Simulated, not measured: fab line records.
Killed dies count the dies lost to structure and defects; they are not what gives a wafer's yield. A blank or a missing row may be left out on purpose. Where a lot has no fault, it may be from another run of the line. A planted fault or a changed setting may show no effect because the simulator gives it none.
Which of the tools did it? + flow berkeley cmos170 + 7 lots, 21 wafers sampled, at 4 steps of a route of 331

## WHAT THE GAUGES SHOWED, per wafer
UCB170_PSD_TW_MEAS_10.
| lot  | measured     | on            | PSD_TW         |
|------|--------------|---------------|----------------|
| L161 | day 8 08:47  | film metro-04 | 2351 2355 2353 |
| L163 | day 8 18:23  | film metro-01 | 2311 2322 2313 |
| L167 | day 9 21:26  | film metro-04 | 2360 2352 2354 |
| L172 | day 10 11:02 | film metro-04 | 2365 2357 2365 |
| L170 | day 10 11:52 | film metro-02 | 2313 2316 2307 |
| L177 | day 11 17:22 | film metro-01 | 2114 2111 2116 |
| L181 | day 12 08:34 | film metro-01 | 2317 2318 2315 |

## WHICH TOOL RAN EACH LOT (tool, then ch and the chambers of the sampled wafers, then the start)
| lot  | UCB170_GATE_ETCH_14                | UCB170_PSD_IMPLANT_08           | UCB170_PSD_STRIP_09                  |
|------|------------------------------------|---------------------------------|--------------------------------------|
| L161 | rie diel-02 ch 0,2,3, day 7 20:13  | implanter-02 ch 0, day 8 08:33  | plasma asher-01 ch 0,1, day 8 08:41  |
| L163 | rie diel-03 ch 0,3, day 8 05:19    | implanter-01 ch 0, day 8 18:10  | plasma asher-01 ch 0,1, day 8 18:19  |
| L167 | rie diel-04 ch 0,2,3, day 9 08:40  | implanter-01 ch 0, day 9 21:13  | plasma asher-04 ch 0,1, day 9 21:20  |
| L172 | rie diel-02 ch 0,1,2, day 9 23:06  | implanter-01 ch 0, day 10 10:47 | plasma asher-04 ch 0,1, day 10 10:56 |
| L170 | rie diel-02 ch 0,2, day 9 23:33    | implanter-02 ch 0, day 10 11:37 | plasma asher-04 ch 0,1, day 10 11:46 |
| L177 | rie diel-03 ch 1,2,3, day 11 04:32 | implanter-02 ch 0, day 11 17:07 | plasma asher-02 ch 0, day 11 17:16   |
| L181 | rie diel-04 ch 0,1,2, day 11 19:10 | implanter-01 ch 0, day 12 08:19 | plasma asher-01 ch 0,1, day 12 08:28 |
- UCB170_GATE_ETCH_14: etches BARC in N2/H2.
- UCB170_PSD_IMPLANT_08
- UCB170_PSD_STRIP_09: strips in O2.

## THE ANSWER, worked out from the rows above alone
Rule: what is usual is taken from the lots themselves. Put in order of their means at a reading, lots are off if they are a third of the lots or fewer, leave a main group of 4 or more, and stand apart from it by a gap of 3 or more times the standard deviation of the main group's means; of several such gaps the widest counts. Not used: any main group whose means are identical at the precision the tables above print for the reading. Also off: a lot with no number at a reading for which 4 or more lots have one. Where the step has rows for the other lots, those lots are counted as sound.
Off: at UCB170_PSD_TW_MEAS_10 (PSD_TW), L177. Mean 2336 and standard deviation 21 in the main group.
If a tool, at a process step before that reading, ran all the lots that are off and no sound lot after the first of them, it fits. Gauges at UCB170_PSD_TW_MEAS_10: tried the same way as those tools. Can't be told from this: 3 tools fit, rie diel-03 at UCB170_GATE_ETCH_14, implanter-02 at UCB170_PSD_IMPLANT_08, plasma asher-02 at UCB170_PSD_STRIP_09.

## WHAT THE SIMULATOR HAD INSERTED
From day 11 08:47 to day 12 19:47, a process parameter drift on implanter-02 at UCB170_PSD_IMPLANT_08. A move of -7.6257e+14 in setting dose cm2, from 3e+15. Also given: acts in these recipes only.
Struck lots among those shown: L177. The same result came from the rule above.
